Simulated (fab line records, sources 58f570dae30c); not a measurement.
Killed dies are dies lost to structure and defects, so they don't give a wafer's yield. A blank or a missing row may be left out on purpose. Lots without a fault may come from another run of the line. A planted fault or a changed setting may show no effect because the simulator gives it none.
Which tool did it? | flow berkeley_cmos170 | 14 lots, 42 wafers sampled, at 5 steps of a route of 331

WHAT THE GAUGES READ, wafer by wafer
UCB170_M1_CD_MEAS_09: target cd 700 nm.
lot  | measured     | on        | cd_nm (nm)
L544 | day 9 04:10  | cd_sem-01 | 700.3 701.7 700.5
L545 | day 9 10:54  | cd_sem-01 | 699.5 698.5 699.9
L546 | day 9 11:46  | cd_sem-02 | 698.8 699.2 698.7
L547 | day 10 04:33 | cd_sem-01 | 698.4 698.2 699.2
L549 | day 11 01:07 | cd_sem-02 | 700.6 699.6 700.8
L551 | day 11 01:23 | cd_sem-02 | 700.3 700.1 699.5
L553 | day 11 16:05 | cd_sem-01 | 697.6 697.9 697.2
L559 | day 12 02:38 | cd_sem-01 | 699.5 699.9 699.5
L556 | day 12 06:16 | cd_sem-01 | 698.2 698.1 696.9
L561 | day 12 11:42 | cd_sem-01 | 699.9 699.9 700.1
L560 | day 12 13:32 | cd_sem-02 | 700.7 702.1 700.8
L564 | day 12 17:26 | cd_sem-02 | 699.8 699.8 700.2
L565 | day 13 12:30 | cd_sem-01 | 700.9 701.9 701.8
L566 | day 13 17:49 | cd_sem-02 | 700.9 700.5 700.5

UCB170_V1_THK_MEAS_04.
lot  | measured     | on            | V1_POLISHED_THK (nm)
L544 | day 9 06:41  | film_metro-03 | 998.9 1001.5 1000.8
L545 | day 9 13:30  | film_metro-02 | 1002.1 999.6 1001.2
L546 | day 9 14:46  | film_metro-03 | 998.0 998.8 999.6
L547 | day 10 07:04 | film_metro-01 | 1002.1 997.4 999.0
L549 | day 11 03:37 | film_metro-02 | 1001.3 1001.7 1002.1
L551 | day 11 04:57 | film_metro-01 | 996.7 1000.2 997.8
L553 | day 11 19:40 | film_metro-02 | 999.9 999.5 999.7
L559 | day 12 05:14 | film_metro-01 | 999.1 1001.5 1000.8
L556 | day 12 09:28 | film_metro-03 | 998.9 997.7 1000.6
L561 | day 12 14:12 | film_metro-02 | 998.6 1000.1 998.2
L560 | day 12 17:15 | film_metro-01 | 1000.0 1001.0 1000.7
L564 | day 12 21:11 | film_metro-02 | 1000.2 998.7 999.1
L565 | day 13 15:01 | film_metro-01 | 1000.5 1000.6 1000.2
L566 | day 13 20:20 | film_metro-02 | 997.0 998.8 999.7

WHICH TOOL RAN EACH LOT (tool, then ch and the chambers of the sampled wafers, then the start)
lot  | UCB170_CONTACT_STRIP_06              | UCB170_M1_METAL_ETCH_12           | UCB170_M1_STRIP_13
L544 | plasma_asher-02 ch 0,1, day 8 23:39  | rie_metal-03 ch 0,1, day 9 04:22  | plasma_asher-02 ch 0, day 9 04:29
L545 | plasma_asher-02 ch 0,1, day 9 07:54  | rie_metal-03 ch 0,1, day 9 11:06  | plasma_asher-03 ch 0,1, day 9 11:14
L546 | plasma_asher-02 ch 0,1, day 9 08:37  | rie_metal-01 ch 0,1, day 9 11:58  | plasma_asher-02 ch 0,1, day 9 12:05
L547 | plasma_asher-01 ch 0,1, day 9 22:17  | rie_metal-03 ch 0,1, day 10 04:43 | plasma_asher-03 ch 0,1, day 10 04:52
L549 | plasma_asher-01 ch 0,1, day 10 18:00 | rie_metal-04 ch 0,1, day 11 01:19 | plasma_asher-02 ch 0,1, day 11 01:27
L551 | plasma_asher-02 ch 0,1, day 10 19:47 | rie_metal-01 ch 0,1, day 11 01:35 | plasma_asher-02 ch 0,1, day 11 01:43
L553 | plasma_asher-03 ch 0,1, day 11 09:44 | rie_metal-03 ch 0,1, day 11 16:17 | plasma_asher-02 ch 0,1, day 11 16:25
L559 | plasma_asher-02 ch 1, day 11 20:38   | rie_metal-01 ch 0,1, day 12 02:49 | plasma_asher-02 ch 0,1, day 12 02:57
L556 | plasma_asher-03 ch 0,1, day 12 01:10 | rie_metal-03 ch 1, day 12 06:26   | plasma_asher-03 ch 0,1, day 12 06:34
L561 | plasma_asher-01 ch 0,1, day 12 07:31 | rie_metal-04 ch 0,1, day 12 11:54 | plasma_asher-02 ch 0,1, day 12 12:01
L560 | plasma_asher-02 ch 0,1, day 12 08:30 | rie_metal-04 ch 0,1, day 12 13:43 | plasma_asher-04 ch 0,1, day 12 13:51
L564 | plasma_asher-03 ch 0,1, day 12 11:18 | rie_metal-04 ch 0,1, day 12 17:37 | plasma_asher-03 ch 0,1, day 12 17:45
L565 | plasma_asher-02 ch 0,1, day 13 07:21 | rie_metal-04 ch 0,1, day 13 12:42 | plasma_asher-02 ch 0,1, day 13 12:50
L566 | plasma_asher-01 ch 0,1, day 13 14:10 | rie_metal-01 ch 0,1, day 13 18:01 | plasma_asher-04 ch 0,1, day 13 18:09
- UCB170_CONTACT_STRIP_06: strips in O2.
- UCB170_M1_METAL_ETCH_12: etches Al in Cl2/BCl3, stops on PSG, target depth 780 nm, time 130 s.
- UCB170_M1_STRIP_13: strips in O2.

WHAT THE TOOLS THEMSELVES READ (means of the sampled wafers that have a number; where no wafer has one, the mark that the record gives instead)
UCB170_CONTACT_STRIP_06.
lot  | tool            | drypump_motor_current_A (A) | o2_flow_sccm (sccm) | oes_product_au (a.u.) | strip_time_to_endpoint_s (s)
L544 | plasma_asher-02 | 6.2                         | 399.5               | 0.735                 | 21.96
L545 | plasma_asher-02 | 6.1                         | 400.3               | 0.732                 | 22.00
L546 | plasma_asher-02 | 6.1                         | 399.0               | 0.733                 | 21.93
L547 | plasma_asher-01 | 6.2                         | 399.5               | 0.734                 | 21.98
L549 | plasma_asher-01 | 6.1                         | 400.3               | 0.736                 | 21.92
L551 | plasma_asher-02 | 6.1                         | 399.7               | 0.735                 | 21.99
L553 | plasma_asher-03 | 6.6                         | 400.4               | 0.735                 | 22.00
L559 | plasma_asher-02 | 5.3                         | 400.2               | 0.731                 | 22.06
L556 | plasma_asher-03 | 6.6                         | 399.6               | 0.733                 | 21.94
L561 | plasma_asher-01 | 6.2                         | 399.5               | 0.732                 | 21.99
L560 | plasma_asher-02 | 5.7                         | 400.1               | 0.733                 | 21.91
L564 | plasma_asher-03 | 6.3                         | 399.8               | 0.733                 | 21.95
L565 | plasma_asher-02 | 6.2                         | 401.6               | 0.739                 | 21.94
L566 | plasma_asher-01 | 6.1                         | 398.4               | 0.736                 | 21.95

UCB170_M1_METAL_ETCH_12.
lot  | tool         | drypump_motor_current_A (A) | he_backside_leak_sccm (sccm) | oes_product_au (a.u.) | throttle_valve_pct (%)
L544 | rie_metal-03 | 5.5                         | 3.54                         | 0.841                 | 24.1
L545 | rie_metal-03 | 5.5                         | 3.42                         | 0.852                 | 24.1
L546 | rie_metal-01 | 5.0                         | 3.42                         | 0.839                 | 24.4
L547 | rie_metal-03 | 5.2                         | 3.30                         | 0.847                 | 24.3
L549 | rie_metal-04 | 5.5                         | 3.35                         | 0.869                 | 24.3
L551 | rie_metal-01 | 4.9                         | 3.41                         | 0.849                 | 24.4
L553 | rie_metal-03 | 5.2                         | 3.43                         | 0.810                 | 24.3
L559 | rie_metal-01 | 5.0                         | 3.52                         | 0.846                 | 24.4
L556 | rie_metal-03 | 4.9                         | 3.16                         | 0.789                 | 24.4
L561 | rie_metal-04 | 5.4                         | 3.41                         | 0.857                 | 24.6
L560 | rie_metal-04 | 5.5                         | 3.22                         | 0.862                 | 24.3
L564 | rie_metal-04 | 5.4                         | 3.40                         | 0.874                 | 24.6
L565 | rie_metal-04 | 5.4                         | 3.38                         | 0.865                 | 24.6
L566 | rie_metal-01 | 4.9                         | 3.44                         | 0.848                 | 24.5

UCB170_M1_STRIP_13.
lot  | tool            | drypump_motor_current_A (A) | o2_flow_sccm (sccm) | oes_product_au (a.u.)
L544 | plasma_asher-02 | 6.6                         | 398.2               | 0.719
L545 | plasma_asher-03 | 6.5                         | 400.4               | 0.723
L546 | plasma_asher-02 | 5.7                         | 399.5               | 0.722
L547 | plasma_asher-03 | 6.3                         | 399.3               | 0.720
L549 | plasma_asher-02 | 5.7                         | 399.6               | 0.717
L551 | plasma_asher-02 | 5.7                         | 399.4               | 0.717
L553 | plasma_asher-02 | 6.1                         | 400.1               | 0.701
L559 | plasma_asher-02 | 6.1                         | 399.8               | 0.721
L556 | plasma_asher-03 | 6.5                         | 400.4               | 0.693
L561 | plasma_asher-02 | 6.2                         | 400.1               | 0.718
L560 | plasma_asher-04 | 6.2                         | 400.7               | 0.722
L564 | plasma_asher-03 | 6.6                         | 399.3               | 0.723
L565 | plasma_asher-02 | 6.1                         | 399.8               | 0.721
L566 | plasma_asher-04 | 6.2                         | 399.9               | 0.716

THE ANSWER, worked out from the rows above alone
Rule: what is usual is taken from the lots themselves. Put in order of their means at a reading, lots are off if they are a third of the lots or fewer, leave a main group of 4 or more, and stand apart from it by a gap of 3 or more times the standard deviation of the main group's means; of several such gaps the widest counts. A main group whose means are all the same, to the digits that the tables above print for the reading, isn't used. A lot without any number at a reading at which 4 lots or more have one is off too. The other lots that the step has rows for count as sound. The gauges are gone through in route order, then the tools' own readings, and for those a lot's mean is taken as printed above. The first step at which some lot is off is used, and at that step the reading that is off furthest; a lot without a number counts as furthest.
Off: L553, L556, at UCB170_M1_STRIP_13 (oes_product_au). The main group: mean 0.720 a.u., standard deviation 0.0024.
A tool fits if, at that step or a process step before it, it ran every lot that is off, and no sound lot after the first of them. One fits: rie_metal-03 at UCB170_M1_METAL_ETCH_12. Its last sound lot is L547 (day 10 04:43), its first lot that is off L553 (day 11 16:17): a fault that began between those two fits.
The tool's own readings at UCB170_M1_METAL_ETCH_12 bear it out: on the lots that are off they differ by more than 5 times the standard deviation of the sound lots' means. oes_product_au reads 0.800 a.u. there against 0.854 a.u. on the sound lots.

WHAT THE SIMULATOR HAD PUT IN
Process parameter drift: rie_metal-03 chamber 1, from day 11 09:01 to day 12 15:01, at UCB170_M1_METAL_ETCH_12. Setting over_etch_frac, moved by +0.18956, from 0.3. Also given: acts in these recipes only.
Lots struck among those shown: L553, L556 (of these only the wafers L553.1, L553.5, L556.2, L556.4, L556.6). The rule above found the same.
